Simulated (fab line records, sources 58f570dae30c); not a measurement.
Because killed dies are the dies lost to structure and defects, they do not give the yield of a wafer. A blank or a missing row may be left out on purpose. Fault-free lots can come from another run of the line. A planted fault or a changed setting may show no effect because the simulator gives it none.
The tool behind it: which one?    flow berkeley_cmos170    42 wafers from 14 lots sampled at 5 of the route's 331 steps

## WHAT THE GAUGES READ, wafer by wafer
UCB170_V1_BOW_MEAS_03. Usual: V1_BOW 19 um, standard deviation 6.8.
lot   measured      on             V1_BOW (um)  flag
L141  day 7 23:50   film_metro-03  4 18 16      
L142  day 7 23:34   film_metro-01  11 11 17     
L145  day 8 09:11   film_metro-03  23 24 21     
L144  day 8 10:32   film_metro-03  16 25 16     
L150  day 8 22:14   film_metro-03  16 12 19     
L149  day 8 22:15   film_metro-02  20 11 14     
L151  day 9 12:33   film_metro-03  19 22 26     
L152  day 9 12:37   film_metro-01  21 30 21     
L154  day 10 05:10  film_metro-02  23 33 25     
L159  day 11 06:24  film_metro-03  25 15 15     
L160  day 11 15:16  film_metro-01  22 17 20     
L162  day 11 15:17  film_metro-02  21 24 20     
L163  day 11 15:38  film_metro-03  18 32 18     
L164  day 11 21:18  film_metro-03  15 18 20     

UCB170_M2_CD_MEAS_15 targets a cd of 700 nm. Usual: 700.0 nm for cd_nm, sd 1.2.
lot   measured      on         cd_nm (nm)         flag
L141  day 8 05:10   cd_sem-02  699.7 701.6 701.1  
L142  day 8 04:35   cd_sem-01  700.3 701.3 701.5  
L145  day 8 16:55   cd_sem-02  699.8 699.8 700.1  
L144  day 8 17:31   cd_sem-02  700.0 702.0 702.3  
L150  day 9 03:41   cd_sem-02  698.7 698.8 696.6  
L149  day 9 03:59   cd_sem-01  700.1 698.5 699.4  
L151  day 9 16:20   cd_sem-02  698.6 698.5 701.1  
L152  day 9 16:52   cd_sem-02  698.1 697.6 698.4  
L154  day 10 09:40  cd_sem-02  700.4 700.4 700.0  
L159  day 11 10:46  cd_sem-02  697.8 698.1 698.2  
L160  day 11 19:53  cd_sem-01  701.4 699.4 701.1  
L162  day 11 19:20  cd_sem-02  700.0 698.9 697.2  
L163  day 11 20:13  cd_sem-01  700.4 701.0 700.5  
L164  day 12 04:51  cd_sem-02  699.8 699.0 699.0  

## WHAT TOOL EACH LOT RAN ON (gives the tool, then ch and the chambers of the sampled wafers, and finally the start)
lot   UCB170_CONTACT_STRIP_06               UCB170_V1_ETCH_14                   UCB170_V1_STRIP_15
L141  plasma_asher-01 ch 0,1, day 7 14:57   rie_diel-04 ch 0,1,3, day 8 01:38   plasma_asher-04 ch 0,1, day 8 01:48
L142  plasma_asher-02 ch 0, day 7 15:08     rie_diel-01 ch 0,1,3, day 8 01:26   plasma_asher-03 ch 0, day 8 01:37
L145  plasma_asher-02 ch 1, day 8 00:55     rie_diel-01 ch 2,3, day 8 11:47     plasma_asher-04 ch 0,1, day 8 11:58
L144  plasma_asher-01 ch 0,1, day 8 02:41   rie_diel-02 ch 0,1,2, day 8 13:26   plasma_asher-04 ch 0,1, day 8 13:37
L150  plasma_asher-01 ch 0,1, day 8 10:46   rie_diel-02 ch 0,1, day 9 00:48     plasma_asher-01 ch 0,1, day 9 00:59
L149  plasma_asher-02 ch 0,1, day 8 11:21   rie_diel-04 ch 0,1,3, day 9 01:10   plasma_asher-03 ch 0,1, day 9 01:20
L151  plasma_asher-03 ch 0,1, day 9 02:33   rie_diel-04 ch 1,3, day 9 14:03     plasma_asher-04 ch 0,1, day 9 14:14
L152  plasma_asher-02 ch 0,1, day 9 02:44   rie_diel-02 ch 1,3, day 9 14:19     plasma_asher-01 ch 0,1, day 9 14:30
L154  plasma_asher-01 ch 0,1, day 9 18:52   rie_diel-04 ch 1,3, day 10 06:51    plasma_asher-03 ch 0,1, day 10 07:02
L159  plasma_asher-03 ch 0,1, day 10 18:52  rie_diel-02 ch 2,3, day 11 08:17    plasma_asher-04 ch 0,1, day 11 08:31
L160  plasma_asher-01 ch 0,1, day 11 03:27  rie_diel-02 ch 0,1,3, day 11 17:08  plasma_asher-04 ch 0,1, day 11 17:19
L162  plasma_asher-03 ch 0,1, day 11 04:32  rie_diel-01 ch 1,2, day 11 16:52    plasma_asher-04 ch 0,1, day 11 17:02
L163  plasma_asher-02 ch 0,1, day 11 05:16  rie_diel-04 ch 1,2, day 11 17:24    plasma_asher-03 ch 0,1, day 11 17:37
L164  plasma_asher-01 ch 0,1, day 11 12:27  rie_diel-04 ch 0,1,2, day 11 23:35  plasma_asher-04 ch 0,1, day 11 23:46
- UCB170_CONTACT_STRIP_06: strips in O2.
- UCB170_V1_ETCH_14: etches SiO2 in CHF3/CF4/Ar, stops on Al, target depth 1250 nm, time 291 s.
- UCB170_V1_STRIP_15: strips in O2.

## WHAT THE TOOLS THEMSELVES READ (means of the sampled wafers that have a number; where no wafer has one, the mark that the record gives instead)
UCB170_CONTACT_STRIP_06. Usual: drypump_motor_current_A 5.8 A, standard deviation 0.42; oes_product_au 0.734 a.u., standard deviation 0.0044; strip_time_to_endpoint_s 21.96 s, standard deviation 0.06.
lot   tool             drypump_motor_current_A (A)  oes_product_au (a.u.)  strip_time_to_endpoint_s (s)  flag
L141  plasma_asher-01  6.0                          0.730                  22.00                         
L142  plasma_asher-02  6.4                          0.738                  22.11                         
L145  plasma_asher-02  5.5                          0.734                  21.97                         
L144  plasma_asher-01  6.0                          0.736                  21.92                         
L150  plasma_asher-01  6.0                          0.733                  22.00                         
L149  plasma_asher-02  5.8                          0.735                  21.96                         
L151  plasma_asher-03  5.3                          0.737                  21.92                         
L152  plasma_asher-02  5.8                          0.734                  21.97                         
L154  plasma_asher-01  6.0                          0.730                  21.92                         
L159  plasma_asher-03  5.3                          0.736                  22.02                         
L160  plasma_asher-01  6.0                          0.737                  22.02                         
L162  plasma_asher-03  5.2                          0.728                  21.95                         
L163  plasma_asher-02  6.1                          0.733                  21.89                         
L164  plasma_asher-01  6.0                          0.732                  22.03                         

UCB170_V1_ETCH_14. Usual: drypump_motor_current_A 5.82 A, standard deviation 0.27; oes_product_au 0.868 a.u., standard deviation 0.014; throttle_valve_pct 6.94 %, standard deviation 0.11.
lot   tool         drypump_motor_current_A (A)  oes_product_au (a.u.)  throttle_valve_pct (%)  flag
L141  rie_diel-04  5.93                         0.876                  7.00                    
L142  rie_diel-01  5.67                         0.880                  6.90                    
L145  rie_diel-01  5.82                         0.874                  7.06                    
L144  rie_diel-02  5.87                         0.855                  6.84                    
L150  rie_diel-02  5.94                         0.862                  6.78                    
L149  rie_diel-04  5.94                         0.868                  7.00                    
L151  rie_diel-04  6.05                         0.869                  6.99                    
L152  rie_diel-02  5.76                         0.865                  6.83                    
L154  rie_diel-04  5.94                         0.880                  7.05                    
L159  rie_diel-02  5.74                         0.864                  6.97                    
L160  rie_diel-02  5.91                         0.862                  6.88                    
L162  rie_diel-01  5.88                         0.858                  7.12                    
L163  rie_diel-04  5.55                         0.886                  7.01                    
L164  rie_diel-04  5.67                         0.885                  7.02                    

UCB170_V1_STRIP_15. Usual: drypump_motor_current_A 6.0 A, standard deviation 0.51; oes_product_au 0.722 a.u., standard deviation 0.0044; strip_time_to_endpoint_s 15.33 s, standard deviation 0.091.
lot   tool             drypump_motor_current_A (A)  oes_product_au (a.u.)  strip_time_to_endpoint_s (s)  flag
L141  plasma_asher-04  6.4                          0.723                  15.37                         
L142  plasma_asher-03  5.1                          0.726                  15.32                         
L145  plasma_asher-04  6.3                          0.722                  15.20                         
L144  plasma_asher-04  6.4                          0.716                  15.39                         
L150  plasma_asher-01  6.0                          0.723                  15.29                         
L149  plasma_asher-03  5.3                          0.719                  15.30                         
L151  plasma_asher-04  6.4                          0.722                  15.15                         
L152  plasma_asher-01  6.0                          0.718                  15.47                         
L154  plasma_asher-03  5.3                          0.719                  15.47                         
L159  plasma_asher-04  6.3                          0.720                  12.78                         OFF
L160  plasma_asher-04  6.4                          0.715                  12.68                         OFF
L162  plasma_asher-04  6.4                          0.720                  15.37                         
L163  plasma_asher-03  5.2                          0.727                  15.37                         
L164  plasma_asher-04  6.5                          0.721                  15.36                         

## THE ANSWER, worked out from the rows above alone
Rule: lot off if the mean of its wafers having a number is beyond 3 standard deviations from the usual mean. A lot without any number at a reading at which 4 lots or more have one is off too. All remaining lots with rows at the step are treated as sound. The gauges are gone through in route order, then the tools' own readings, and for those a lot's mean is taken as printed above. The first step at which some lot is off is used, and at that step the reading that is off furthest; a lot without a number counts as furthest.
Off: L159, L160, at UCB170_V1_STRIP_15 (strip_time_to_endpoint_s).
If a tool, at that step or one of the process steps before it, ran each lot that is off and ran no sound lot following the first of them, it fits. One candidate fits, namely rie_diel-02 at UCB170_V1_ETCH_14. Its last sound lot is L152 (day 9 14:19), its first lot that is off L159 (day 11 08:17): a fault that began between those two fits.

## WHAT THE SIMULATOR HAD INSERTED
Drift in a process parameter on rie_diel-02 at UCB170_V1_ETCH_14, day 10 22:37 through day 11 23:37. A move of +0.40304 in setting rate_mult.
Shown lots that were struck: L159, L160. This agrees with what the rule above found.
